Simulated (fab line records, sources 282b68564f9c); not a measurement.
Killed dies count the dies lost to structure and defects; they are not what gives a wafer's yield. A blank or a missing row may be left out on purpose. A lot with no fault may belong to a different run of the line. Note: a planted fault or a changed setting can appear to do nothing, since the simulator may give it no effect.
Which tool is to blame? :: flow rit_cmos :: Sampling: 14 lots, 42 wafers, 3 of 202 route steps

WHAT THE GAUGES READ, wafer by wafer
RIT_WELLDRIVE_RS_MEAS_01: the measuring method here is four-point-probe. Usual: for NWELL_RS the level is 275.4 ohm/sq and the standard deviation is 0.7.
lot: L570
measured: day 2 14:37
on: film_metro-04
NWELL_RS (ohm/sq): 274.9 276.0 275.0
flag: 

lot: L572
measured: day 3 02:33
on: film_metro-03
NWELL_RS (ohm/sq): 275.3 275.2 275.8
flag: 

lot: L574
measured: day 3 11:14
on: film_metro-01
NWELL_RS (ohm/sq): 275.5 275.3 275.4
flag: 

lot: L575
measured: day 3 15:17
on: film_metro-01
NWELL_RS (ohm/sq): 275.8 276.2 275.9
flag: 

lot: L576
measured: day 3 21:30
on: film_metro-01
NWELL_RS (ohm/sq): 275.5 275.2 274.9
flag: 

lot: L577
measured: day 4 03:34
on: film_metro-03
NWELL_RS (ohm/sq): 275.2 275.6 275.7
flag: 

lot: L578
measured: day 4 06:38
on: film_metro-04
NWELL_RS (ohm/sq): 275.6 276.5 275.7
flag: 

lot: L579
measured: day 4 11:05
on: film_metro-03
NWELL_RS (ohm/sq): 274.4 274.4 274.4
flag: 

lot: L581
measured: day 4 22:01
on: film_metro-01
NWELL_RS (ohm/sq): 274.9 274.1 274.9
flag: 

lot: L583
measured: day 5 09:48
on: film_metro-03
NWELL_RS (ohm/sq): 293.4 288.9 279.8
flag: OFF

lot: L584
measured: day 5 14:50
on: film_metro-01
NWELL_RS (ohm/sq): 276.7 275.9 276.2
flag: 

lot: L585
measured: day 5 20:04
on: film_metro-04
NWELL_RS (ohm/sq): 284.7 281.9 277.6
flag: OFF

lot: L589
measured: day 6 20:31
on: film_metro-03
NWELL_RS (ohm/sq): 275.9 274.8 275.3
flag: 

lot: L590
measured: day 7 01:36
on: film_metro-01
NWELL_RS (ohm/sq): 275.0 275.4 276.1
flag: 

RIT_WELLDRIVE_RS_MEAS_02: the measuring method here is four-point-probe. Usual: for PWELL_RS the level is 429.4 ohm/sq and the standard deviation is 1.1.
lot: L570
measured: day 2 14:44
on: film_metro-04
PWELL_RS (ohm/sq): 428.4 428.0 428.9
flag: 

lot: L572
measured: day 3 02:40
on: film_metro-03
PWELL_RS (ohm/sq): 427.8 428.7 428.2
flag: 

lot: L574
measured: day 3 11:22
on: film_metro-01
PWELL_RS (ohm/sq): 429.4 429.8 429.0
flag: 

lot: L575
measured: day 3 15:24
on: film_metro-01
PWELL_RS (ohm/sq): 430.2 429.9 429.7
flag: 

lot: L576
measured: day 3 21:37
on: film_metro-01
PWELL_RS (ohm/sq): 431.4 430.5 429.2
flag: 

lot: L577
measured: day 4 03:41
on: film_metro-03
PWELL_RS (ohm/sq): 428.2 427.8 427.4
flag: 

lot: L578
measured: day 4 06:46
on: film_metro-04
PWELL_RS (ohm/sq): 431.4 429.6 430.6
flag: 

lot: L579
measured: day 4 11:12
on: film_metro-03
PWELL_RS (ohm/sq): 429.3 428.9 430.3
flag: 

lot: L581
measured: day 4 22:08
on: film_metro-01
PWELL_RS (ohm/sq): 428.2 430.1 429.3
flag: 

lot: L583
measured: day 5 09:55
on: film_metro-03
PWELL_RS (ohm/sq): 448.7 443.9 434.7
flag: OFF

lot: L584
measured: day 5 14:57
on: film_metro-01
PWELL_RS (ohm/sq): 429.5 429.8 429.4
flag: 

lot: L585
measured: day 5 20:11
on: film_metro-04
PWELL_RS (ohm/sq): 442.7 437.1 432.5
flag: OFF

lot: L589
measured: day 6 20:38
on: film_metro-03
PWELL_RS (ohm/sq): 430.4 430.2 430.5
flag: 

lot: L590
measured: day 7 01:43
on: film_metro-01
PWELL_RS (ohm/sq): 430.9 430.0 430.6
flag: 

EACH LOT AND THE TOOL THAT RAN IT (in order: tool; ch and the chambers of the sampled wafers; start)
lot: L570
RIT_WELLDRIVE_ANNEAL_00: furnace-04 ch 0, day 2 09:32

lot: L572
RIT_WELLDRIVE_ANNEAL_00: furnace-04 ch 0, day 2 21:28

lot: L574
RIT_WELLDRIVE_ANNEAL_00: furnace-01 ch 0, day 3 06:09

lot: L575
RIT_WELLDRIVE_ANNEAL_00: furnace-02 ch 0, day 3 10:12

lot: L576
RIT_WELLDRIVE_ANNEAL_00: furnace-01 ch 0, day 3 16:24

lot: L577
RIT_WELLDRIVE_ANNEAL_00: furnace-04 ch 0, day 3 22:28

lot: L578
RIT_WELLDRIVE_ANNEAL_00: furnace-01 ch 0, day 4 01:33

lot: L579
RIT_WELLDRIVE_ANNEAL_00: furnace-02 ch 0, day 4 06:00

lot: L581
RIT_WELLDRIVE_ANNEAL_00: furnace-01 ch 0, day 4 16:53

lot: L583
RIT_WELLDRIVE_ANNEAL_00: furnace-04 ch 0, day 5 04:43

lot: L584
RIT_WELLDRIVE_ANNEAL_00: furnace-01 ch 0, day 5 09:45

lot: L585
RIT_WELLDRIVE_ANNEAL_00: furnace-04 ch 0, day 5 14:56

lot: L589
RIT_WELLDRIVE_ANNEAL_00: furnace-01 ch 0, day 6 15:26

lot: L590
RIT_WELLDRIVE_ANNEAL_00: furnace-01 ch 0, day 6 20:31
- RIT_WELLDRIVE_ANNEAL_00: time 14700 s.

WHAT THE TOOLS THEMSELVES READ (means of the sampled wafers that have a number; where no wafer has one, the mark that the record gives instead)
RIT_WELLDRIVE_ANNEAL_00. Usual: spike_tc_centre_C 1102.6 C, standard deviation 1.2; spike_tc_load_C 1129 C, standard deviation 4.1; spike_tc_source_C 1124 C, standard deviation 5.1; tube_center_temp_C_max 1102.9, standard deviation 0.49; zone_power_centre_pct 56 %, standard deviation 3.9; zone_power_load_pct 44.9 %, standard deviation 1.1.
lot: L570
tool: furnace-04
spike_tc_centre_C (C): 1102.6
spike_tc_load_C (C): 1126
spike_tc_source_C (C): 1127
tube_center_temp_C_max: 1102.7
zone_power_centre_pct (%): 51
zone_power_load_pct (%): 44.0
flag: 

lot: L572
tool: furnace-04
spike_tc_centre_C (C): 1102.9
spike_tc_load_C (C): 1126
spike_tc_source_C (C): 1128
tube_center_temp_C_max: 1102.5
zone_power_centre_pct (%): 52
zone_power_load_pct (%): 43.9
flag: 

lot: L574
tool: furnace-01
spike_tc_centre_C (C): 1102.7
spike_tc_load_C (C): 1133
spike_tc_source_C (C): 1118
tube_center_temp_C_max: 1102.9
zone_power_centre_pct (%): 59
zone_power_load_pct (%): 45.1
flag: 

lot: L575
tool: furnace-02
spike_tc_centre_C (C): 1102.1
spike_tc_load_C (C): 1122
spike_tc_source_C (C): 1129
tube_center_temp_C_max: 1102.6
zone_power_centre_pct (%): 57
zone_power_load_pct (%): 46.7
flag: 

lot: L576
tool: furnace-01
spike_tc_centre_C (C): 1103.0
spike_tc_load_C (C): 1133
spike_tc_source_C (C): 1118
tube_center_temp_C_max: 1102.7
zone_power_centre_pct (%): 59
zone_power_load_pct (%): 45.2
flag: 

lot: L577
tool: furnace-04
spike_tc_centre_C (C): 1104.2
spike_tc_load_C (C): 1126
spike_tc_source_C (C): 1130
tube_center_temp_C_max: 1102.5
zone_power_centre_pct (%): 51
zone_power_load_pct (%): 44.5
flag: 

lot: L578
tool: furnace-01
spike_tc_centre_C (C): 1102.2
spike_tc_load_C (C): 1133
spike_tc_source_C (C): 1119
tube_center_temp_C_max: 1102.8
zone_power_centre_pct (%): 59
zone_power_load_pct (%): 45.5
flag: 

lot: L579
tool: furnace-02
spike_tc_centre_C (C): 1101.9
spike_tc_load_C (C): 1123
spike_tc_source_C (C): 1131
tube_center_temp_C_max: 1102.9
zone_power_centre_pct (%): 57
zone_power_load_pct (%): 46.6
flag: 

lot: L581
tool: furnace-01
spike_tc_centre_C (C): 1102.2
spike_tc_load_C (C): 1133
spike_tc_source_C (C): 1119
tube_center_temp_C_max: 1102.9
zone_power_centre_pct (%): 58
zone_power_load_pct (%): 44.7
flag: 

lot: L583
tool: furnace-04
spike_tc_centre_C (C): 1068.5
spike_tc_load_C (C): 1126
spike_tc_source_C (C): 1129
tube_center_temp_C_max: 1103.1
zone_power_centre_pct (%): 33
zone_power_load_pct (%): 47.6
flag: OFF

lot: L584
tool: furnace-01
spike_tc_centre_C (C): 1102.5
spike_tc_load_C (C): 1132
spike_tc_source_C (C): 1119
tube_center_temp_C_max: 1102.7
zone_power_centre_pct (%): 59
zone_power_load_pct (%): 44.8
flag: 

lot: L585
tool: furnace-04
spike_tc_centre_C (C): 1068.0
spike_tc_load_C (C): 1127
spike_tc_source_C (C): 1130
tube_center_temp_C_max: 1102.8
zone_power_centre_pct (%): 33
zone_power_load_pct (%): 48.0
flag: OFF

lot: L589
tool: furnace-01
spike_tc_centre_C (C): 1102.5
spike_tc_load_C (C): 1132
spike_tc_source_C (C): 1119
tube_center_temp_C_max: 1103.5
zone_power_centre_pct (%): 60
zone_power_load_pct (%): 45.0
flag: 

lot: L590
tool: furnace-01
spike_tc_centre_C (C): 1101.8
spike_tc_load_C (C): 1132
spike_tc_source_C (C): 1120
tube_center_temp_C_max: 1103.0
zone_power_centre_pct (%): 59
zone_power_load_pct (%): 45.1
flag: 

THE ANSWER, worked out from the rows above alone
Rule: a lot counts as off when the mean over its wafers that have a number is more than 3 standard deviations away from the usual mean. Also off: a lot with no number at a reading for which 4 or more lots have one. Any other lot the step has rows for is counted as sound. The gauges are gone through in route order, then the tools' own readings, and for those a lot's mean is taken as printed above. The first step at which some lot is off is used, and at that step the reading that is off furthest; a lot without a number counts as furthest.
Off: at RIT_WELLDRIVE_RS_MEAS_01 (NWELL_RS), L583, L585.
If a tool, at a process step before that reading, ran all the lots that are off and no sound lot after the first of them, it fits. Not tried: the gauges at RIT_WELLDRIVE_RS_MEAS_01; whatever is off there is also off at RIT_WELLDRIVE_ANNEAL_00, on other tools, and gauge error can't account for it. One fits: RIT_WELLDRIVE_ANNEAL_00 on furnace-04. Its last sound lot is L577 (day 3 22:28), its first lot that is off L583 (day 5 04:43): a fault that began between those two fits.
The tool's own readings at RIT_WELLDRIVE_ANNEAL_00 bear it out: on the lots that are off they differ by more than 5 times the standard deviation of the sound lots' means. spike_tc_centre_C reads 1068.2 C there against 1102.5 C on the sound lots; zone_power_centre_pct reads 33 % there against 57 % on the sound lots.

WHAT WAS PUT IN BY THE SIMULATOR
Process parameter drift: furnace-04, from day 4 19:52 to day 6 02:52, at RIT_WELLDRIVE_ANNEAL_00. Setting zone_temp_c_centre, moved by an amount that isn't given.
Struck lots among those shown: L583, L585. Same finding as the rule above.
